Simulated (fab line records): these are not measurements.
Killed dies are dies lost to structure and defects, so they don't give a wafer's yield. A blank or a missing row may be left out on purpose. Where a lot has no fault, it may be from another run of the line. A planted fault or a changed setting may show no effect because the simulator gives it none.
A struck lot beside a sound one | flow rit cmos | 15 out of 202 route steps
Sound: wafers L898.1, L898.3, L898.5. Struck: wafers L907.1, L907.3, L907.5. Last of all comes the cause.
Order at every step that has rows: each side's tool, ch and its chambers, its first start. Under that, the readings that differ: sound wafers | struck wafers | difference of the means | sigmas: that difference in standard deviations of wafers without a fault.
alike: a reading whose means differ by less than 2 such deviations, as well as words and numbers matching on both sides. not compared: withheld readings; readings where some wafer has no value; bounds like >300 that might hide an equal value; numbers whose values overlap and for which the record gives no deviation.
The two part at a step that has a row with sigmas, a row that says differs or no value, or rows on one side only. Numbers that don't overlap but have no deviation are shown without sigmas and don't part them. A reading that every wafer of one side lacks parts them only if that side has two wafers or more.

first, 2 steps without rows for these wafers: RIT_REOX_CLEAN_02 (cleans in SC2, time 600 s); RIT_REOX_OXIDATION_03 (target thk 25.2 nm, ox time 5580 s).
RIT_REOX_THK_MEAS_04:
  sound: film metro-04 at day 3 09:45; struck: film metro-01 at day 5 04:19
  alike: REOX_OXIDE_THK
then, 6 steps without rows for these wafers: RIT_NLDD_HMDS_00 (prime time 60 s); RIT_NLDD_COAT_01 (resist thk 1000 nm); RIT_NLDD_SOFTBAKE_02 (time 60 s); RIT_NLDD_EXPOSE_03 (exposes mask M7, target cd 40700 nm); RIT_NLDD_PEB_04; RIT_NLDD_DEVELOP_05 (develop time 50 s).
RIT_NLDD_OVL_MEAS_06:
  sound: overlay-01 at day 3 10:40; struck: overlay-01 at day 5 05:13
  alike: NLDD_OVL
then, 2 steps without rows for these wafers: RIT_NLDD_HARDBAKE_07 (time 60 s); RIT_NLDD_IMPLANT_08.
RIT_NLDD_STRIP_09: strips in O2, time 180 s.
  sound on plasma asher-02 ch 0,1, day 3 10:59; struck on plasma asher-01 ch 1, day 5 05:34
  reading                        | sound          | struck         | difference | sigmas
  chamber pressure mTorr (mTorr) | 4002 4000 4002 | 2003 1995 2000 | -2002      | -99 or more
  alike: drypump motor current A, rf refl power W
  not compared: rf hours counter h
RIT_NLDD_TW_MEAS_10:
  sound: film metro-04 at day 3 11:10; struck: film metro-01 at day 5 05:44
  reading | sound          | struck         | difference | sigmas
  NLDD_TW | 2452 2445 2440 | 2513 2530 2508 | +71        | +2
RIT_M1_PROBE_99:
  rows exist in the record for the sound wafers here (prober-02, day 4 02:58), none for the struck ones

== WHERE THEY PART ==
First at RIT_NLDD_STRIP_09; last, within this record, at RIT_M1_PROBE_99.

WHY: the cause the simulator had injected
plasma asher-01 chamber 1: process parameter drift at RIT_NLDD_STRIP_09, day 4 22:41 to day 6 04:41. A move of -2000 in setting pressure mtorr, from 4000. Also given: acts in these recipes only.
